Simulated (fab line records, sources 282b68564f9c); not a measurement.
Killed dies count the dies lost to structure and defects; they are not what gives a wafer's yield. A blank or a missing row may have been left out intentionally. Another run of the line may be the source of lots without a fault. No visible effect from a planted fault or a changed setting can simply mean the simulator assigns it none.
2 desks looking at one fault | flow rit cmos | numbers are kept per desk, each desk with only its own; the story behind them comes last

THE METROLOGY DESK
What the gauges read, lot by lot, whatever tool the lot ran on: means of the sampled wafers that have a number. If a lot's mean is further than 4 standard deviations from the usual mean, the lot is out of limits and carries the mark OUT (the distance appears in the brackets).
Columns: A = NSD_RS at RIT_SDANNEAL_RS_MEAS_05, usual 84.54 ohm/sq
lot  | first seen here | A
L142 | day 3 20:12     | 84.51
L144 | day 4 20:53     | 84.90
L145 | day 4 20:59     | 84.57
L146 | day 5 04:34     | 84.64
L148 | day 5 05:07     | 84.44
L149 | day 5 17:52     | 84.67
L147 | day 5 18:13     | 84.62
L151 | day 5 18:27     | 86.77 (+8.6) OUT
L156 | day 6 17:46     | 86.49 (+7.5) OUT
L155 | day 6 20:16     | 87.13 (+10) OUT
L159 | day 7 03:51     | 84.03
L160 | day 7 07:22     | 84.45
L161 | day 7 11:44     | 84.41
L162 | day 7 16:12     | 84.34
L163 | day 7 17:19     | 84.56
This desk's finding: out of limits on L151, L155, L156; first on L151, day 5 18:27 (NSD_RS at RIT_SDANNEAL_RS_MEAS_05). In limits: L142, L144, L145, L146, L148, L149, L147, L159, L160, L161, L162, L163.

THE TOOL OWNER'S DESK: implanter-03
For each lot that ran on this tool, the mean over its sampled wafers that have a number, from the tool's own readings at RIT_NSD_IMPLANT_08. If a lot's mean is further than 4 standard deviations from the usual mean, the lot is out of limits and carries the mark OUT (the distance appears in the brackets).
Columns: A = dose ions cm2 at RIT_NSD_IMPLANT_08, usual 9.999e+14; B = faraday current uA at RIT_NSD_IMPLANT_08, usual 3130
lot  | first seen here | A                   | B
L145 | day 4 18:26     | 1.001e+15           | 3108
L148 | day 5 01:29     | 1.000e+15           | 3164
L151 | day 5 15:41     | 9.694e+14 (-28) OUT | 3021
L156 | day 6 15:14     | 9.684e+14 (-29) OUT | 3016
L155 | day 6 17:37     | 9.700e+14 (-27) OUT | 3034
This desk finds L151, L155, L156 out of limits, L151 being first, at day 5 15:41 (dose ions cm2 at RIT_NSD_IMPLANT_08). In limits: L145, L148.

BROUGHT TOGETHER
At day 5 15:41, on L151, L155, L156, the tool owner's desk was in a position to raise an alarm.
On L151, L155, L156, the metrology desk was in a position to raise an alarm at day 5 18:27.
All the named lots went through RIT_NSD_IMPLANT_08 on implanter-03.

WHAT HAD BEEN PUT IN BY THE SIMULATOR
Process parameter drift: implanter-03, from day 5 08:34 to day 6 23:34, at RIT_NSD_IMPLANT_08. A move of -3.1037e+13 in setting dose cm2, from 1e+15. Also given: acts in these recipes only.
Lots struck among those shown: L151, L155, L156.
Counting hours from when the fault started, the first reading out of limits came at 7 for the tool owner's desk and at 10 for the metrology desk.
